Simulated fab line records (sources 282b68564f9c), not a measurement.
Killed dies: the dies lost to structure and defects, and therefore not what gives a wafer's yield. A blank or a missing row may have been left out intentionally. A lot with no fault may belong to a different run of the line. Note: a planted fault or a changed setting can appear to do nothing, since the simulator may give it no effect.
Check for tools in common    flow rit_cmos    Sampled: 13 lots, 37 wafers

## REASON IT WAS OPENED
1 of 13 lots carry a flag on the reading CONTACT_TEOS_THK at RIT_CONTACT_THK_MEAS_01. No-fault wafers: 400 nm, standard deviation 4.4.
Rule: a lot is flagged when every wafer of it that has a number lies more than 4 standard deviations from that mean, or none has a number. The rest of the lots are taken to be sound.

lot   measured     on             CONTACT_TEOS_THK (nm), wafer by wafer  flag
L680  day 3 06:54  film_metro-02  404 400 409                            
L681  day 3 13:06  film_metro-02  391 399 405                            
L682  day 3 14:59  film_metro-02  395 401 399                            
L683  day 3 22:54  film_metro-02  400 404 404                            
L684  day 4 02:02  film_metro-02  405 408 407                            
L685  day 4 10:49  film_metro-02  397 395 398                            
L688  day 5 01:11  film_metro-03  390 390 393                            
L689  day 5 04:41  film_metro-04  563                                    FLAGGED
L693  day 6 01:46  film_metro-04  400 397 401                            
L694  day 6 09:00  film_metro-02  392 392 401                            
L696  day 6 15:46  film_metro-02  399 403 407                            
L699  day 7 07:08  film_metro-04  401 393 394                            
L700  day 7 12:11  film_metro-02  401 403 405                            
Average over the flagged lots: 563 nm; offset from the usual +163 nm, equal to +37 standard deviations.

## TOOL THAT RAN EACH LOT
The record keeps 1 process step preceding the reading, out of 202 steps on the route. Each cell gives the tool, then ch followed by the chambers the sampled wafers passed through, then the start.
lot   flag     RIT_CONTACT_CVD_00
L680           pecvd-04 ch 0,1, day 3 06:51
L681           pecvd-03 ch 0,1,2, day 3 13:02
L682           pecvd-02 ch 1, day 3 14:54
L683           pecvd-04 ch 0,2, day 3 22:51
L684           pecvd-03 ch 0,1,2, day 4 01:58
L685           pecvd-04 ch 0,1, day 4 10:45
L688           pecvd-04 ch 1,2, day 5 01:08
L689  FLAGGED  pecvd-03 ch 0, day 5 04:37
L693           pecvd-02 ch 0,1,2, day 6 01:43
L694           pecvd-04 ch 0,1,2, day 6 08:56
L696           pecvd-02 ch 1,2, day 6 15:43
L699           pecvd-02 ch 0,1,2, day 7 07:05
L700           pecvd-04 ch 0,1, day 7 12:08
What these steps do:
- RIT_CONTACT_CVD_00: deposits SiO2 from TEOS, target thk 400 nm, time 61 s.
- RIT_CONTACT_THK_MEAS_01

## FLAGGED AGAINST TOTAL, ONE TOOL AT A TIME (gauges that did the reading follow at the end)
step                     tool           lots run  flagged  share of the flagged lots  sound lots run after its first flagged lot
RIT_CONTACT_CVD_00       pecvd-02       4         0        none                       -
RIT_CONTACT_CVD_00       pecvd-03       3         1        all                        0
RIT_CONTACT_CVD_00       pecvd-04       6         0        none                       -
RIT_CONTACT_THK_MEAS_01  film_metro-02  9         0        none                       -
RIT_CONTACT_THK_MEAS_01  film_metro-03  1         0        none                       -
RIT_CONTACT_THK_MEAS_01  film_metro-04  3         1        all                        2 (L693,L699)

## THE TABLE: WHAT IT ALLOWS
2 rows of the table ran every flagged lot: pecvd-03 at RIT_CONTACT_CVD_00, film_metro-04 at RIT_CONTACT_THK_MEAS_01.
- pecvd-03 at RIT_CONTACT_CVD_00 ran 3 lots, 1 of them flagged. Last sound lot L684 at day 4 01:58, first flagged lot L689 at day 5 04:37; a fault beginning in between fits.
- film_metro-04 at RIT_CONTACT_THK_MEAS_01 ran 3 lots, 1 of them flagged. After the first flagged lot (L693, L699), sound lots still ran on it; a lasting fault on the whole tool would not permit that.
One tool is left: pecvd-03 at RIT_CONTACT_CVD_00.

## WHAT THE SIMULATOR HAD INSERTED
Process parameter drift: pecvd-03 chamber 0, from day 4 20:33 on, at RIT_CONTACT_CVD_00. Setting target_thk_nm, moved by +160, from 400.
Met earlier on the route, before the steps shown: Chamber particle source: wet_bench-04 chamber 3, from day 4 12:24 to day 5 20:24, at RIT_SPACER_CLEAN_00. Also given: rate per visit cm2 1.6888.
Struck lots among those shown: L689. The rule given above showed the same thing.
